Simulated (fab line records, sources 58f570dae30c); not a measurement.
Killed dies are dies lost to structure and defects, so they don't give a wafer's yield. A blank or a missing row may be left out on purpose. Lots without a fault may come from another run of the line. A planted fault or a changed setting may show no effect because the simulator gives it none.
Which tool did it? | flow berkeley_cmos170 | 14 lots, 42 wafers sampled, at 5 steps of a route of 331

WHAT THE GAUGES READ, wafer by wafer
UCB170_M1_CD_MEAS_90: target cd 700 nm.
lot  | measured     | on        | cd_nm (nm)
L315 | day 9 14:06  | cd_sem-02 | 701.2 698.9 700.1
L316 | day 9 15:11  | cd_sem-02 | 699.7 700.2 697.9
L318 | day 10 04:46 | cd_sem-01 | 705.8 700.7 703.3
L319 | day 10 05:01 | cd_sem-01 | 699.9 700.8 702.9
L321 | day 10 17:44 | cd_sem-01 | 705.5 700.9 705.5
L322 | day 10 21:21 | cd_sem-01 | 700.9 698.9 700.9
L320 | day 10 21:25 | cd_sem-02 | 702.6 697.5 698.6
L324 | day 10 22:35 | cd_sem-02 | 699.6 703.7 699.2
L326 | day 11 16:01 | cd_sem-01 | 701.3 699.1 704.5
L328 | day 11 21:40 | cd_sem-02 | 704.1 699.1 699.8
L329 | day 11 23:26 | cd_sem-02 | 700.6 698.6 701.0
L332 | day 12 12:10 | cd_sem-01 | 700.1 700.7 702.5
L335 | day 12 23:28 | cd_sem-01 | 697.2 700.9 699.6
L337 | day 13 08:12 | cd_sem-02 | 702.9 702.1 699.4

UCB170_V1_OVL_MEAS_13.
lot  | measured     | on         | V1_OVL (nm)
L315 | day 9 17:54  | overlay-01 | 1 4 1
L316 | day 9 19:29  | overlay-02 | -9 -5 -6
L318 | day 10 09:37 | overlay-01 | 0 2 1
L319 | day 10 10:20 | overlay-02 | 3 6 9
L321 | day 10 22:19 | overlay-02 | -1 6 4
L322 | day 11 01:22 | overlay-01 | 1 8 0
L320 | day 11 03:22 | overlay-01 | 5 6 8
L324 | day 11 02:23 | overlay-02 | 3 4 4
L326 | day 11 22:37 | overlay-01 | 4 -1 -2
L328 | day 12 01:17 | overlay-02 | 6 1 5
L329 | day 12 02:43 | overlay-01 | 3 4 4
L332 | day 12 15:55 | overlay-01 | 3 2 2
L335 | day 13 03:50 | overlay-02 | 0 -5 -1
L337 | day 13 11:56 | overlay-02 | 11 12 12

UCB170_M3_BOW_MEAS_20.
lot  | measured     | on            | M3_BOW (um)
L315 | day 10 08:35 | film_metro-01 | 48 36 36
L316 | day 10 09:19 | film_metro-03 | 35 35 28
L318 | day 10 19:05 | film_metro-01 | 25 43 33
L319 | day 10 20:31 | film_metro-04 | 35 37 35
L321 | day 11 14:09 | film_metro-04 | 32 42 39
L322 | day 11 15:42 | film_metro-01 | 42 40 45
L320 | day 11 16:44 | film_metro-04 | 39 40 30
L324 | day 11 16:30 | film_metro-03 | 28 25 41
L326 | day 12 08:18 | film_metro-01 | 29 34 42
L328 | day 12 11:28 | film_metro-01 | 26 24 17
L329 | day 12 13:44 | film_metro-04 | 43 26 39
L332 | day 13 03:13 | film_metro-04 | 34 24 37
L335 | day 13 12:33 | film_metro-03 | 32 35 45
L337 | day 13 23:16 | film_metro-03 | 34 31 35

WHICH TOOL RAN EACH LOT (tool, then ch and the chambers of the sampled wafers, then the start)
lot  | UCB170_M2_METAL_ETCH_18           | UCB170_M2_STRIP_19
L315 | rie_metal-01 ch 0,1, day 9 21:56  | plasma_asher-01 ch 0,1, day 9 22:07
L316 | rie_metal-02 ch 0, day 10 00:23   | plasma_asher-01 ch 1, day 10 00:34
L318 | rie_metal-01 ch 0,1, day 10 12:53 | plasma_asher-01 ch 0,1, day 10 13:04
L319 | rie_metal-02 ch 1, day 10 13:36   | plasma_asher-01 ch 0, day 10 13:51
L321 | rie_metal-04 ch 0,1, day 11 04:08 | plasma_asher-01 ch 0,1, day 11 04:19
L322 | rie_metal-01 ch 0,1, day 11 05:45 | plasma_asher-03 ch 0,1, day 11 05:56
L320 | rie_metal-04 ch 1, day 11 06:57   | plasma_asher-03 ch 0,1, day 11 07:08
L324 | rie_metal-02 ch 1, day 11 06:13   | plasma_asher-03 ch 0,1, day 11 06:26
L326 | rie_metal-01 ch 0,1, day 12 02:05 | plasma_asher-04 ch 0,1, day 12 02:15
L328 | rie_metal-04 ch 0, day 12 04:14   | plasma_asher-01 ch 0,1, day 12 04:31
L329 | rie_metal-02 ch 0,1, day 12 05:23 | plasma_asher-01 ch 0,1, day 12 05:34
L332 | rie_metal-01 ch 0,1, day 12 19:02 | plasma_asher-04 ch 0,1, day 12 19:13
L335 | rie_metal-01 ch 0,1, day 13 06:55 | plasma_asher-04 ch 0,1, day 13 07:06
L337 | rie_metal-04 ch 0,1, day 13 16:17 | plasma_asher-01 ch 0,1, day 13 16:26
- UCB170_M2_METAL_ETCH_18: etches Al in Cl2/BCl3, stops on SiO2, target depth 1170 nm, time 195 s.
- UCB170_M2_STRIP_19: strips in O2.

WHAT THE TOOLS THEMSELVES READ (means of the sampled wafers that have a number; where no wafer has one, the mark that the record gives instead)
UCB170_M2_METAL_ETCH_18.
lot  | tool         | bias_w (W) | drypump_motor_current_A (A) | oes_product_au (a.u.) | throttle_valve_pct (%)
L315 | rie_metal-01 | 119.9      | 6.0                         | 0.837                 | 24.56
L316 | rie_metal-02 | 119.9      | 5.8                         | 0.855                 | 24.60
L318 | rie_metal-01 | 120.0      | 6.0                         | 0.839                 | 24.56
L319 | rie_metal-02 | 119.6      | 5.3                         | 0.845                 | 24.45
L321 | rie_metal-04 | 119.4      | 6.2                         | 0.836                 | 24.51
L322 | rie_metal-01 | 119.7      | 5.9                         | 0.842                 | 24.76
L320 | rie_metal-04 | 120.1      | 6.7                         | 0.826                 | 24.60
L324 | rie_metal-02 | 120.0      | 5.4                         | 0.850                 | 24.45
L326 | rie_metal-01 | 119.9      | 5.9                         | 0.832                 | 24.77
L328 | rie_metal-04 | 119.7      | 5.2                         | 0.849                 | 24.30
L329 | rie_metal-02 | 120.0      | 5.6                         | 0.849                 | 24.47
L332 | rie_metal-01 | 142.2      | 6.0                         | 0.840                 | 24.55
L335 | rie_metal-01 | 141.7      | 6.0                         | 0.838                 | 24.55
L337 | rie_metal-04 | 120.2      | 5.7                         | 0.848                 | 24.36

UCB170_M2_STRIP_19.
lot  | tool            | drypump_motor_current_A (A) | o2_flow_sccm (sccm) | oes_product_au (a.u.)
L315 | plasma_asher-01 | 5.1                         | 399.8               | 0.535
L316 | plasma_asher-01 | 5.3                         | 400.9               | 0.529
L318 | plasma_asher-01 | 5.2                         | 399.2               | 0.529
L319 | plasma_asher-01 | 5.0                         | 399.6               | 0.502
L321 | plasma_asher-01 | 5.1                         | 399.2               | 0.545
L322 | plasma_asher-03 | 6.1                         | 400.1               | 0.524
L320 | plasma_asher-03 | 5.6                         | 398.7               | 0.547
L324 | plasma_asher-03 | 6.1                         | 400.8               | 0.510
L326 | plasma_asher-04 | 5.9                         | 398.9               | 0.531
L328 | plasma_asher-01 | 5.2                         | 400.5               | 0.553
L329 | plasma_asher-01 | 5.1                         | 399.8               | 0.532
L332 | plasma_asher-04 | 5.9                         | 399.4               | 0.478
L335 | plasma_asher-04 | 5.9                         | 399.4               | 0.494
L337 | plasma_asher-01 | 5.2                         | 399.8               | 0.537

THE ANSWER, worked out from the rows above alone
Rule: what is usual is taken from the lots themselves. Put in order of their means at a reading, lots are off if they are a third of the lots or fewer, leave a main group of 4 or more, and stand apart from it by a gap of 3 or more times the standard deviation of the main group's means; of several such gaps the widest counts. A main group whose means are all the same, to the digits that the tables above print for the reading, isn't used. A lot without any number at a reading at which 4 lots or more have one is off too. The other lots that the step has rows for count as sound. The gauges are gone through in route order, then the tools' own readings, and for those a lot's mean is taken as printed above. The first step at which some lot is off is used, and at that step the reading that is off furthest; a lot without a number counts as furthest.
Off: L332, L335, at UCB170_M2_METAL_ETCH_18 (bias_w). The main group: mean 119.9 W, standard deviation 0.22.
A tool fits if, at that step or a process step before it, it ran every lot that is off, and no sound lot after the first of them. One fits: rie_metal-01 at UCB170_M2_METAL_ETCH_18. Its last sound lot is L326 (day 12 02:05), its first lot that is off L332 (day 12 19:02): a fault that began between those two fits.
The tool's own readings at UCB170_M2_METAL_ETCH_18 bear it out: on the lots that are off they differ by more than 5 times the standard deviation of the sound lots' means. bias_w reads 141.9 W there against 119.9 W on the sound lots.

WHAT THE SIMULATOR HAD PUT IN
Process parameter drift: rie_metal-01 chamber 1, from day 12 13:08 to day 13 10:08, at UCB170_M2_METAL_ETCH_18. Setting bias_w, moved by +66, from 120. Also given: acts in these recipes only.
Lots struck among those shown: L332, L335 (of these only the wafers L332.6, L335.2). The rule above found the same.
